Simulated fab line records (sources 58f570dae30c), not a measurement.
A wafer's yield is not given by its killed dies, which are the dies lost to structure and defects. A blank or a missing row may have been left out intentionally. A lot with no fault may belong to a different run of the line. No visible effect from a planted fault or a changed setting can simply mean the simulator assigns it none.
Which tool is to blame? | flow berkeleyCmos170 | 14 lots, 42 wafers sampled, at 6 steps of a route of 331

## WHAT EACH GAUGE READ, for each wafer
UCB170_NWELL_THK_MEAS_02.
lot  | measured    | on           | NWELL_OXIDE_THK (nm)
L974 | day 1 20:14 | filmMetro-04 | 26.0 25.8 25.8
L975 | day 2 06:41 | filmMetro-02 | 26.7 26.8 26.3
L978 | day 2 18:03 | filmMetro-02 | 25.4 26.0 26.0
L979 | day 3 01:04 | filmMetro-02 | 26.5 26.6 26.7
L980 | day 3 04:27 | filmMetro-02 | 26.5 26.8 26.6
L981 | day 3 06:36 | filmMetro-02 | 25.8 25.9 25.6
L983 | day 4 04:39 | filmMetro-01 | 26.6 26.8 26.7
L987 | day 4 21:13 | filmMetro-04 | 27.0 27.0 26.7
L988 | day 4 21:13 | filmMetro-02 | 26.9 27.1 27.3
L991 | day 5 18:31 | filmMetro-01 | 25.6 25.6 25.8
L994 | day 6 05:25 | filmMetro-01 | 26.8 26.6 26.8
L993 | day 6 05:27 | filmMetro-02 | 26.0 26.0 26.1
L995 | day 6 10:41 | filmMetro-01 | 26.0 26.1 26.4
L996 | day 6 14:29 | filmMetro-02 | 25.8 25.5 25.6

UCB170_CONTACT_CD_MEAS_15: the cd target is 700 nm.
lot  | measured     | on       | cdNm (nm)
L974 | day 7 09:13  | cdSem-02 | 700.4 700.7 701.5
L975 | day 7 08:56  | cdSem-01 | 701.6 701.5 702.8
L978 | day 8 00:11  | cdSem-02 | 697.8 699.7 699.3
L979 | day 8 04:35  | cdSem-02 | 697.8 698.3 697.8
L980 | day 8 05:45  | cdSem-01 | 698.5 698.0 699.8
L981 | day 8 04:19  | cdSem-01 | 699.2 698.4 698.2
L983 | day 9 04:25  | cdSem-02 | 697.8 696.8 698.8
L987 | day 9 20:19  | cdSem-02 | 698.0 697.1 698.5
L988 | day 9 19:36  | cdSem-02 | 699.2 698.1 699.6
L991 | day 10 17:08 | cdSem-02 | 734.9 735.0 735.1
L994 | day 11 01:24 | cdSem-02 | 731.4 731.8 730.9
L993 | day 11 01:39 | cdSem-01 | 701.8 701.0 699.6
L995 | day 11 08:34 | cdSem-01 | 698.9 700.3 699.6
L996 | day 11 10:00 | cdSem-01 | 700.9 700.6 702.0

UCB170_V1_THK_MEAS_04.
lot  | measured     | on           | V1_POLISHED_THK (nm)
L974 | day 7 16:23  | filmMetro-04 | 1017.7 1016.5 1017.0
L975 | day 7 16:22  | filmMetro-02 | 1016.4 1018.2 1016.1
L978 | day 8 11:26  | filmMetro-01 | 1017.8 1017.0 1017.6
L979 | day 8 12:02  | filmMetro-02 | 1017.0 1017.1 1016.1
L980 | day 8 11:47  | filmMetro-02 | 1016.8 1015.8 1018.2
L981 | day 8 11:29  | filmMetro-02 | 1016.9 1017.6 1017.2
L983 | day 9 11:20  | filmMetro-04 | 1016.6 1017.1 1016.0
L987 | day 10 04:23 | filmMetro-02 | 1018.0 1016.2 1015.1
L988 | day 10 02:07 | filmMetro-04 | 1016.1 1016.7 1015.5
L991 | day 11 02:56 | filmMetro-02 | 1017.8 1017.7 1017.0
L994 | day 11 16:36 | filmMetro-04 | 1017.3 1016.0 1017.5
L993 | day 11 16:38 | filmMetro-01 | 1017.3 1016.6 1016.3
L995 | day 11 16:52 | filmMetro-01 | 1016.8 1016.7 1015.6
L996 | day 11 17:10 | filmMetro-02 | 1017.3 1015.3 1016.2

UCB170_M2_CD_MEAS_90: the cd target is 700 nm.
lot  | measured     | on       | cdNm (nm)
L974 | day 7 21:23  | cdSem-01 | 693.8 700.4 702.1
L975 | day 7 21:59  | cdSem-02 | 695.3 697.8 697.3
L978 | day 8 17:40  | cdSem-02 | 695.1 693.6 697.0
L979 | day 8 19:08  | cdSem-01 | 699.0 700.8 700.3
L980 | day 8 18:58  | cdSem-02 | 702.1 695.2 695.6
L981 | day 8 18:21  | cdSem-01 | 698.9 697.0 701.0
L983 | day 9 15:51  | cdSem-02 | 697.4 698.9 698.7
L987 | day 10 09:33 | cdSem-02 | 697.1 699.0 699.6
L988 | day 10 08:17 | cdSem-02 | 698.5 694.7 698.9
L991 | day 11 07:44 | cdSem-02 | 701.1 699.3 699.6
L994 | day 11 21:44 | cdSem-02 | 699.2 699.7 698.0
L993 | day 11 22:16 | cdSem-02 | 695.7 697.3 695.1
L995 | day 11 22:25 | cdSem-01 | 696.2 697.6 696.6
L996 | day 11 22:58 | cdSem-01 | 701.1 698.2 697.0

## TOOL THAT RAN EACH LOT (tool first, then ch and the chambers of the sampled wafers, then the start)
lot  | UCB170_CONTACT_COAT_10           | UCB170_CONTACT_STRIP_19
L974 | lithoTrack-02 ch 0, day 7 08:00  | plasmaAsher-03 ch 0,1, day 7 09:31
L975 | lithoTrack-04 ch 0, day 7 08:00  | plasmaAsher-02 ch 0,1, day 7 09:16
L978 | lithoTrack-02 ch 0, day 7 22:00  | plasmaAsher-02 ch 0, day 8 00:29
L979 | lithoTrack-03 ch 0, day 8 03:00  | plasmaAsher-04 ch 0,1, day 8 04:54
L980 | lithoTrack-02 ch 0, day 8 05:00  | plasmaAsher-04 ch 0,1, day 8 06:03
L981 | lithoTrack-02 ch 0, day 8 03:00  | plasmaAsher-02 ch 0,1, day 8 04:37
L983 | lithoTrack-04 ch 0, day 9 03:00  | plasmaAsher-04 ch 0, day 9 04:43
L987 | lithoTrack-03 ch 0, day 9 19:00  | plasmaAsher-04 ch 0,1, day 9 20:39
L988 | lithoTrack-02 ch 0, day 9 18:00  | plasmaAsher-02 ch 0,1, day 9 19:55
L991 | lithoTrack-04 ch 0, day 10 16:00 | plasmaAsher-03 ch 0,1, day 10 17:28
L994 | lithoTrack-04 ch 0, day 11 00:00 | plasmaAsher-04 ch 0,1, day 11 01:43
L993 | lithoTrack-03 ch 0, day 11 00:00 | plasmaAsher-02 ch 0,1, day 11 01:58
L995 | lithoTrack-03 ch 0, day 11 07:00 | plasmaAsher-04 ch 0,1, day 11 08:53
L996 | lithoTrack-02 ch 0, day 11 09:00 | plasmaAsher-04 ch 0,1, day 11 10:20
- UCB170_CONTACT_COAT_10: resist thk 900 nm.
- UCB170_CONTACT_STRIP_19: strips in O2.

## AS READ BY THE TOOLS THEMSELVES (means over the sampled wafers that have a number; for cases with no such wafer, the mark the record gives instead)
UCB170_CONTACT_COAT_10.
lot  | tool          | dispensePressureKPa (kPa)
L974 | lithoTrack-02 | 55.4
L975 | lithoTrack-04 | 56.4
L978 | lithoTrack-02 | 55.4
L979 | lithoTrack-03 | 50.2
L980 | lithoTrack-02 | 55.4
L981 | lithoTrack-02 | 55.4
L983 | lithoTrack-04 | 56.4
L987 | lithoTrack-03 | 50.2
L988 | lithoTrack-02 | 55.4
L991 | lithoTrack-04 | 56.3
L994 | lithoTrack-04 | 56.3
L993 | lithoTrack-03 | 50.2
L995 | lithoTrack-03 | 50.2
L996 | lithoTrack-02 | 55.4

UCB170_CONTACT_STRIP_19.
lot  | tool           | drypumpMotorCurrentA (A) | oesProductAu (a.u.)
L974 | plasmaAsher-03 | 5.7                      | 0.729
L975 | plasmaAsher-02 | 5.5                      | 0.724
L978 | plasmaAsher-02 | 5.7                      | 0.728
L979 | plasmaAsher-04 | 5.8                      | 0.728
L980 | plasmaAsher-04 | 5.7                      | 0.721
L981 | plasmaAsher-02 | 5.6                      | 0.729
L983 | plasmaAsher-04 | 5.8                      | 0.726
L987 | plasmaAsher-04 | 5.8                      | 0.728
L988 | plasmaAsher-02 | 5.6                      | 0.722
L991 | plasmaAsher-03 | 6.0                      | 0.482
L994 | plasmaAsher-04 | 5.7                      | 0.482
L993 | plasmaAsher-02 | 5.6                      | 0.727
L995 | plasmaAsher-04 | 5.8                      | 0.725
L996 | plasmaAsher-04 | 5.7                      | 0.728

## THE ANSWER, worked out from the rows above alone
Rule: the usual values come from the lots themselves. The widest of any qualifying gaps counts: lots, ordered by their means at a reading, are off when they make up no more than a third of the lots, leave a main group of 4 or more, and stand apart from it by 3 or more times the standard deviation of that group's means. A main group whose means are all the same, to the digits that the tables above print for the reading, isn't used. A lot without any number at a reading at which 4 lots or more have one is off too. The other lots that the step has rows for count as sound. The gauges are gone through in route order, then the tools' own readings, and for those a lot's mean is taken as printed above. The first step at which some lot is off is used, and at that step the reading that is off furthest; a lot without a number counts as furthest.
Off: L991, L994 (UCB170_CONTACT_CD_MEAS_15, cdNm). Main group: mean 699.4 nm, sd 1.4.
A tool fits if, at a process step before that reading, it ran every lot that is off, and no sound lot after the first of them. The gauges at UCB170_CONTACT_CD_MEAS_15 aren't tried: what is off there is off at UCB170_CONTACT_STRIP_19 too, on other tools, and a gauge's error can't cause that. One fits: UCB170_CONTACT_COAT_10 on lithoTrack-04. Its last sound lot is L983 (day 9 03:00), its first lot that is off L991 (day 10 16:00): a fault that began between those two fits.

## WHAT THE SIMULATOR HAD INSERTED
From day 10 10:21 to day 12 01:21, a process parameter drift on lithoTrack-04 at UCB170_CONTACT_COAT_10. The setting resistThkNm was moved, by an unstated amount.
Lots struck among those shown: L991, L994. The rule above reached the same finding.
